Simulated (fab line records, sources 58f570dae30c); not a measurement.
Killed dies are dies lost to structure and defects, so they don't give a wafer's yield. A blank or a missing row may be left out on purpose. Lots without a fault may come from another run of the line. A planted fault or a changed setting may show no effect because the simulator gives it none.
Which tool did it? | flow berkeley_cmos170 | 6 lots, 18 wafers sampled, at 3 steps of a route of 331

WHAT THE GAUGES READ, wafer by wafer
UCB170_PWELL_THK_MEAS_06.
lot  | measured    | on            | PWELL_NITRIDE_THK (nm)
L990 | day 3 07:16 | film_metro-04 | 220.5 221.6 222.5
L991 | day 3 17:00 | film_metro-01 | 222.3 220.8 221.4
L993 | day 3 22:45 | film_metro-04 | 215.9 214.2 214.5
L998 | day 5 04:55 | film_metro-04 | 184.7 184.0 184.5
L101 | day 5 18:44 | film_metro-04 | 223.6 223.8 222.8
L108 | day 7 03:19 | film_metro-04 | 219.3 220.9 218.8

WHICH TOOL RAN EACH LOT (tool, then ch and the chambers of the sampled wafers, then the start)
lot  | UCB170_NWELL_STRIP_15               | UCB170_PWELL_CVD_05
L990 | plasma_asher-02 ch 0,1, day 2 16:34 | lpcvd-01 ch 1, day 3 05:21
L991 | plasma_asher-02 ch 0,1, day 3 00:52 | lpcvd-02 ch 0, day 3 15:05
L993 | plasma_asher-04 ch 0,1, day 3 06:49 | lpcvd-02 ch 1, day 3 20:50
L998 | plasma_asher-03 ch 0,1, day 4 09:54 | lpcvd-02 ch 1, day 5 03:00
L101 | plasma_asher-04 ch 0,1, day 5 04:02 | lpcvd-01 ch 0, day 5 15:52
L108 | plasma_asher-04 ch 0,1, day 6 12:23 | lpcvd-01 ch 1, day 7 01:23
- UCB170_NWELL_STRIP_15: strips in O2.
- UCB170_PWELL_CVD_05: deposits Si3N4 from SiH2Cl2/NH3, target thk 220 nm, time 3300 s.

THE ANSWER, worked out from the rows above alone
Rule: what is usual is taken from the lots themselves. Put in order of their means at a reading, lots are off if they are a third of the lots or fewer, leave a main group of 4 or more, and stand apart from it by a gap of 3 or more times the standard deviation of the main group's means; of several such gaps the widest counts. A main group whose means are all the same, to the digits that the tables above print for the reading, isn't used. A lot without any number at a reading at which 4 lots or more have one is off too. The other lots that the step has rows for count as sound.
Off: L998, at UCB170_PWELL_THK_MEAS_06 (PWELL_NITRIDE_THK). The main group: mean 220.2 nm, standard deviation 2.9.
A tool fits if, at a process step before that reading, it ran every lot that is off, and no sound lot after the first of them. The gauges at UCB170_PWELL_THK_MEAS_06 are tried like those tools. Can't be told from this: 2 tools fit, plasma_asher-03 at UCB170_NWELL_STRIP_15, lpcvd-02 at UCB170_PWELL_CVD_05.

WHAT THE SIMULATOR HAD PUT IN
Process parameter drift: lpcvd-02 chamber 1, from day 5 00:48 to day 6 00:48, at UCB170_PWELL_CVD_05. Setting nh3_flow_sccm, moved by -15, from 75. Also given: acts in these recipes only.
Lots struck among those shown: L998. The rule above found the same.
